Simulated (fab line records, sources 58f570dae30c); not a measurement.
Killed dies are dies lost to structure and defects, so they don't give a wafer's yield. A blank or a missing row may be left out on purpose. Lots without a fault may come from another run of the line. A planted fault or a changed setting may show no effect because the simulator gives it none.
fab line records | flow berkeley_cmos170 | part 2 of 2: steps 29 to 37 of 37
record lots=5 wafers=15 last_day=13
route steps=331 shown NVT@105 PVT@115 GATE@125 FIELD@126
lots that met no fault: from a run of the same line without faults
start_h: hours from the record's first day to the start of the lot's first wafer shown | wait_h: hours since the lot's step before | " the same as in the row above | L1.1+2: a row that stands for several wafers | - no value, or no start given | * or withheld: withheld | < > ~ a bound
route shown NAME@n: a module of which the file shows steps, and the number in the route of the first | usual: mean/standard deviation of fault-free wafers | same: alike in all rows | chamber/n: place in a boat | sites: the reading at each site | _std_site: their standard deviation | _edge_site: outer sites' mean less inner sites' | radius_mm: how far each site lies from the wafer's centre | mask NAME#n: copy n | behind: the tool/chamber that last shaped the wafer | hold: why the lot was held/for how many hours/how that ended | device: the transistor (n, p or np) that didn't switch | end of line: the same wafers' tests at the end of the route | a step without rows: its recipe alone | killed: dies lost to structure and defects at the first sort, not the wafer's yield | map: a wafer's dies, x killed, . not, _ none there
set.NAME: the setting as run; set.NAME@STEP: as run at that earlier step | model.NAME: the simulator's own value behind a step, which no gauge read
lots at some steps of the route; a table a step, a row a wafer
services: from which hour (start_h, from the record's first day; less than 0 if before it) a tool's chamber was out of use, for how many hours, and why
## steps
# step UCB170_GATE_COAT_07
# recipe resist=KrF spin_rpm=1533 resist_thk_nm=900
# usual spin_speed_rpm=1533.1/1.1
# columns lot.wafer tool chamber start_h wait_h spin_speed_rpm
L076.4 litho_track-04 0 - - 1533.6
L076.5 " 0 " " 1533.3
L076.6 " 0 " " 1534.3
L079.1 litho_track-01 0 - - 1533.2
L079.4 " 0 " " 1533.2
L079.6 " 0 " " 1533.2
L081.1 litho_track-01 0 - - 1533.2
L081.5 " 0 " " 1533.3
L081.6 " 0 " " 1531.9
L088.2 litho_track-02 0 - - 1534.3
L088.4 " 0 " " 1532.1
L088.5 " 0 " " 1530.6
L092.2 litho_track-04 0 - - 1533.3
L092.3 " 0 " " 1533.5
L092.4 " 0 " " 1533.2
# step UCB170_GATE_SOFTBAKE_08
# recipe resist=KrF temp_c=130 time_s=60
# usual plate_temp_C=130.01/0.14
# columns lot.wafer tool chamber start_h wait_h plate_temp_C
L076.4 litho_track-04 0 - - 130.05
L076.5 " 0 " " 130.04
L076.6 " 0 " " 129.97
L079.1 litho_track-01 0 - - 129.87
L079.4 " 0 " " 129.79
L079.6 " 0 " " 130.06
L081.1 litho_track-01 0 - - 130.04
L081.5 " 0 " " 129.94
L081.6 " 0 " " 129.87
L088.2 litho_track-02 0 - - 129.92
L088.4 " 0 " " 130.13
L088.5 " 0 " " 129.95
L092.2 litho_track-04 0 - - 130.32
L092.3 " 0 " " 130.10
L092.4 " 0 " " 130.31
# step UCB170_GATE_EXPOSE_09
# recipe mask_id=POLY target_cd_nm=350 na=0.5 sigma_outer=0.6 source_shape=conventional dose_mj=21
# usual reticle_temp_C=23.01/0.099
# same sigma_outer=0.6
# columns lot.wafer tool chamber start_h wait_h mask reticle_temp_C
L076.4 krf_scanner-02 0 157.43 - POLY#0 22.96
L076.5 " 0 " " POLY#0 22.91
L076.6 " 0 " " POLY#0 22.98
L079.1 krf_scanner-01 0 196.29 - POLY#0 23.05
L079.4 " 0 " " POLY#0 23.06
L079.6 " 0 " " POLY#0 22.97
L081.1 krf_scanner-02 0 208.58 - POLY#0 22.89
L081.5 " 0 " " POLY#0 22.85
L081.6 " 0 " " POLY#0 23.03
L088.2 krf_scanner-01 0 250.45 - POLY#0 22.81
L088.4 " 0 " " POLY#0 23.06
L088.5 " 0 " " POLY#0 22.98
L092.2 krf_scanner-01 0 264.10 - POLY#0 22.86
L092.3 " 0 " " POLY#0 22.96
L092.4 " 0 " " POLY#0 22.92
# step UCB170_GATE_PEB_10
# recipe peb_temp_c=130 peb_time_s=withheld resist=KrF
# usual plate_temp_C=130.02/0.14
# columns lot.wafer tool chamber start_h wait_h plate_temp_C
L076.4 litho_track-04 0 158.00 0.5 130.18
L076.5 " 0 " " 130.08
L076.6 " 0 " " 130.23
L079.1 litho_track-02 0 196.40 0.1 129.76
L079.4 " 0 " " 129.78
L079.6 " 0 " " 129.99
L081.1 litho_track-04 0 208.70 0.1 130.11
L081.5 " 0 " " 130.12
L081.6 " 0 " " 130.02
L088.2 litho_track-04 0 251.36 0.9 130.19
L088.4 " 0 " " 129.83
L088.5 " 0 " " 129.97
L092.2 litho_track-04 0 264.45 0.3 130.14
L092.3 " 0 " " 130.01
L092.4 " 0 " " 130.01
# step UCB170_GATE_DEVELOP_11
# recipe developer=TMAH develop_time_s=45 resist=KrF dev_temp_c=21
# columns lot.wafer tool chamber start_h wait_h
L076.4+5+6 litho_track-04 0 - -
L079.1+4+6 litho_track-02 0 - -
L081.1+5+6 litho_track-04 0 - -
L088.2+4+5 litho_track-04 0 - -
L092.2+3+4 litho_track-04 0 - -
# step UCB170_GATE_CD_MEAS_12
# recipe target_cd_nm=350
# usual cd_nm=349.6/1.4
# columns lot.wafer tool chamber start_h wait_h cd_nm
L076.4 cd_sem-02 - 158.26 - 350.9
L076.5 " - " " 350.4
L076.6 " - " " 349.3
L079.1 cd_sem-01 - 196.68 - 348.8
L079.4 " - " " 350.1
L079.6 " - " " 348.9
L081.1 cd_sem-02 - 208.97 - 352.8
L081.5 " - " " 352.3
L081.6 " - " " 352.1
L088.2 cd_sem-01 - 251.63 - 348.6
L088.4 " - " " 348.9
L088.5 " - " " 349.1
L092.2 cd_sem-02 - 264.72 - 348.1
L092.3 " - " " 347.1
L092.4 " - " " 348.2
# step UCB170_GATE_OVL_MEAS_13
# usual GATE_OVL=1/4.8
# columns lot.wafer tool chamber start_h wait_h GATE_OVL[nm]
L076.4 overlay-01 - 158.34 0.1 -3
L076.5 " - " " 5
L076.6 " - " " 1
L079.1 overlay-02 - 196.80 0.1 2
L079.4 " - " " -1
L079.6 " - " " 1
L081.1 overlay-01 - 209.09 0.1 9
L081.5 " - " " 6
L081.6 " - " " 0
L088.2 overlay-02 - 251.73 0.1 6
L088.4 " - " " 2
L088.5 " - " " -3
L092.2 overlay-02 - 264.82 0.1 5
L092.3 " - " " 4
L092.4 " - " " -3
# step UCB170_GATE_ETCH_14
# recipe chemistry=N2/H2 target_depth_a=withheld overetch_a=withheld target=BARC time_s=withheld source_w=500 bias_w=100 pressure_mtorr=30 n2_flow_sccm=100 h2_flow_sccm=200
# usual chamber_pressure_mTorr=30.003/0.028 drypump_motor_current_A=5.5/0.34 oes_product_au=1.005/0.023 throttle_valve_pct=13.25/0.21
# columns lot.wafer tool chamber start_h wait_h chamber_pressure_mTorr drypump_motor_current_A oes_product_au throttle_valve_pct
L076.4 rie_diel-03 0 158.36 0.0 29.986 5.3 0.983 13.53
L076.5 " 2 " " 29.993 6.2 1.029 13.23
L076.6 " 3 " " 30.004 5.2 1.007 13.06
L079.1 rie_diel-02 2 196.83 0.0 30.031 5.5 1.018 13.06
L079.4 " 0 " " 29.993 5.4 1.019 13.29
L079.6 " 1 " " 29.949 5.5 0.986 13.01
L081.1 rie_diel-03 1 209.13 0.0 29.982 5.6 0.974 13.55
L081.5 " 0 " " 30.005 5.2 0.970 13.56
L081.6 " 1 " " 29.980 5.6 0.976 13.55
L088.2 rie_diel-02 3 251.76 0.0 29.980 5.4 0.990 13.34
L088.4 " 2 " " 30.006 5.5 1.012 13.08
L088.5 " 1 " " 30.030 5.5 0.993 13.00
L092.2 rie_diel-03 1 264.85 0.0 29.995 5.6 0.985 13.56
L092.3 " 2 " " 29.959 6.2 1.030 13.22
L092.4 " 3 " " 29.977 5.2 0.988 13.07
# step UCB170_GATE_ETCH_15
# recipe chemistry=HBr/Cl2 target=poly-Si stop_on=SiO2 over_etch_frac=0.3 icp_w=300 bias_w=150 time_s=56.3 pressure_mtorr=15 HBr_flow_sccm=150 Cl2_flow_sccm=50 target_depth_a=2782
# usual chamber_pressure_mTorr=14.998/0.014 drypump_motor_current_A=5.7/0.41 oes_product_au=0.830/0.012 throttle_valve_pct=26.75/0.23
# columns lot.wafer tool chamber start_h wait_h chamber_pressure_mTorr drypump_motor_current_A oes_product_au rf_hours_counter_h throttle_valve_pct
L076.4 rie_si-02 3 158.40 - 14.984 6.6 0.847 17 26.85
L076.5 " 0 " " 15.004 5.9 0.832 - 26.86
L076.6 " 1 " " 15.002 5.7 0.813 - 26.70
L079.1 rie_si-01 2 196.88 - 15.000 5.3 0.816 73 26.24
L079.4 " 3 " " 15.006 5.1 0.841 11 26.75
L079.6 " 3 " " 15.002 5.2 0.832 - 26.75
L081.1 rie_si-01 3 209.17 - 14.979 5.2 0.824 11 26.75
L081.5 " 0 " " 14.986 5.3 0.821 - 26.61
L081.6 " 1 " " 15.001 5.6 0.831 - 27.09
L088.2 rie_si-02 2 251.80 - 15.015 5.9 0.841 49 26.94
L088.4 " 1 " " 14.979 5.7 0.819 2 26.69
L088.5 " 3 " " 14.985 6.6 0.843 - 26.83
L092.2 rie_si-02 3 264.89 - 15.019 6.6 0.837 17 26.84
L092.3 " 2 " " 14.998 5.9 0.848 49 26.94
L092.4 " 1 " " 15.022 5.7 0.827 2 26.67
## services
# columns tool chamber start_h hours kind
krf_scanner-02 - 123.59 1.0 pm
implanter-03 - 124.42 2.7 pm
implanter-01 - 126.71 6.3 pm
krf_scanner-02 - 132.72 0.8 pm
rie_si-02 - 150.65 2.8 pm
krf_scanner-01 - 153.53 1.0 pm
plasma_asher-02 - 156.10 1.0 repair
furnace-01 - 157.19 2.8 pm
furnace-01 - 163.49 2.3 pm
plasma_asher-02 - 168.32 13.8 repair
furnace-04 - 169.59 3.9 pm
krf_scanner-01 - 179.68 1.3 pm
plasma_asher-02 - 183.89 8.1 repair
krf_scanner-01 - 192.32 3.0 repair
rie_diel-03 3 206.33 5.8 repair
implanter-04 - 212.23 4.4 repair
furnace-01 - 217.93 10.0 pm
krf_scanner-02 - 218.28 1.3 pm
rie_diel-03 - 230.08 2.8 pm
implanter-01 - 240.73 8.2 repair
rie_diel-03 - 242.23 0.4 repair
rie_si-02 - 253.18 1.1 repair
rie_si-02 - 263.62 1.0 repair
plasma_asher-01 - 264.45 8.3 repair
